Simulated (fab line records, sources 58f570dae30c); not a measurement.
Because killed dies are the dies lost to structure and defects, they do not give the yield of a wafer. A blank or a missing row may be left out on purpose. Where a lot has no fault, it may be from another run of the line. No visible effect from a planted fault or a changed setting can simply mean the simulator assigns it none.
The same fault as seen by 2 desks / flow berkeley-cmos170 / every desk sees just its own numbers, and what lay behind them comes last

== THE METROLOGY DESK ==
Means of the sampled wafers that have a number, per lot and without regard to the tool the lot ran on: this is what the gauges read. Any lot whose mean is over 4 standard deviations away from the usual mean is out of limits and marked OUT; that distance is given in the brackets.
Columns: A = FIELD_OXIDE_THK at UCB170_FIELD_THK_MEAS_02, usual 561 nm; B = FIELD_OXIDE_LEFT_1_THK at UCB170_FIELD_THK_MEAS_90, usual 444 nm; C = FIELD_OXIDE_LEFT_2_THK at UCB170_FIELD_THK_MEAS_91, usual 356 nm; D = GATE_POLY_THK at UCB170_GATE_THK_MEAS_05, usual 214.3 nm; E = PSD_OVL at UCB170_PSD_OVL_MEAS_07, usual 2 nm
lot=L807; first seen here=day 5 10:01; A=566; B=448; C=360; D=215.8; E=-0
lot=L806; first seen here=day 5 10:02; A=562; B=447; C=358; D=212.2; E=3
lot=L809; first seen here=day 6 03:29; A=559; B=442; C=354; D=214.4; E=1
lot=L810; first seen here=day 6 03:30; A=548; B=431; C=343; D=216.4; E=-2
lot=L812; first seen here=day 7 02:49; A=566; B=449; C=361; D=212.7; E=1
lot=L813; first seen here=day 7 11:01; A=643 (+7.5) OUT; B=525 (+7.4) OUT; C=437 (+7.3) OUT; D=215.5; E=1
lot=L814; first seen here=day 7 11:02; A=639 (+7.1) OUT; B=520 (+6.9) OUT; C=433 (+7.0) OUT; D=212.5; E=13
lot=L821; first seen here=day 8 18:19; A=558; B=443; C=355; D=215.6; E=7
lot=L820; first seen here=day 8 18:19; A=573; B=455; C=367; D=211.9; E=-4
lot=L822; first seen here=day 8 18:19; A=555; B=438; C=349; D=210.0; E=4
lot=L823; first seen here=day 9 04:44; A=561; B=445; C=356; D=213.2; E=9
lot=L824; first seen here=day 9 04:44; A=538; B=422; C=333; D=213.5; E=6
lot=L829; first seen here=day 9 23:02; A=568; B=452; C=363; D=215.1; E=-3
This desk reports L813, L814 out of limits; the earliest was L813 at day 7 11:01 (FIELD_OXIDE_THK at UCB170_FIELD_THK_MEAS_02). Within limits: L807, L806, L809, L810, L812, L821, L820, L822, L823, L824, L829.

== THE TOOL OWNER'S DESK: furnace-02 ==
The tool's own readings at UCB170_FIELD_OXIDATION_01 (target thk 558.3 nm, ox time 7200 s): means of the sampled wafers that have a number, for each lot that ran on this tool. Any lot whose mean is over 4 standard deviations away from the usual mean is out of limits and marked OUT; that distance is given in the brackets.
Columns: A = ox-temp-c-max at UCB170_FIELD_OXIDATION_01, usual 1006.6
lot=L809; first seen here=day 6 00:29; A=1008.1
lot=L810; first seen here=day 6 00:29; A=1007.4
lot=L813; first seen here=day 7 08:01; A=1007.2
lot=L814; first seen here=day 7 08:01; A=1006.9
This desk's finding: nothing out of limits on any of the 4 lots.

== BROUGHT TOGETHER ==
Metrology desk: alarm possible at day 7 11:01 on L813, L814.
The tool owner's desk saw nothing out of limits.
On record at the tool owner's desk: L813, L814, within its limits.
The lots listed all ran UCB170_FIELD_OXIDATION_01 on furnace-02.

== WHAT WAS PUT IN BY THE SIMULATOR ==
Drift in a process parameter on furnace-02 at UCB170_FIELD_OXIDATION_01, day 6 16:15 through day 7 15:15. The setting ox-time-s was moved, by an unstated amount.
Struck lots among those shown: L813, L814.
Delay in hours, fault start to first out-of-limits reading, per desk: metrology desk 19.
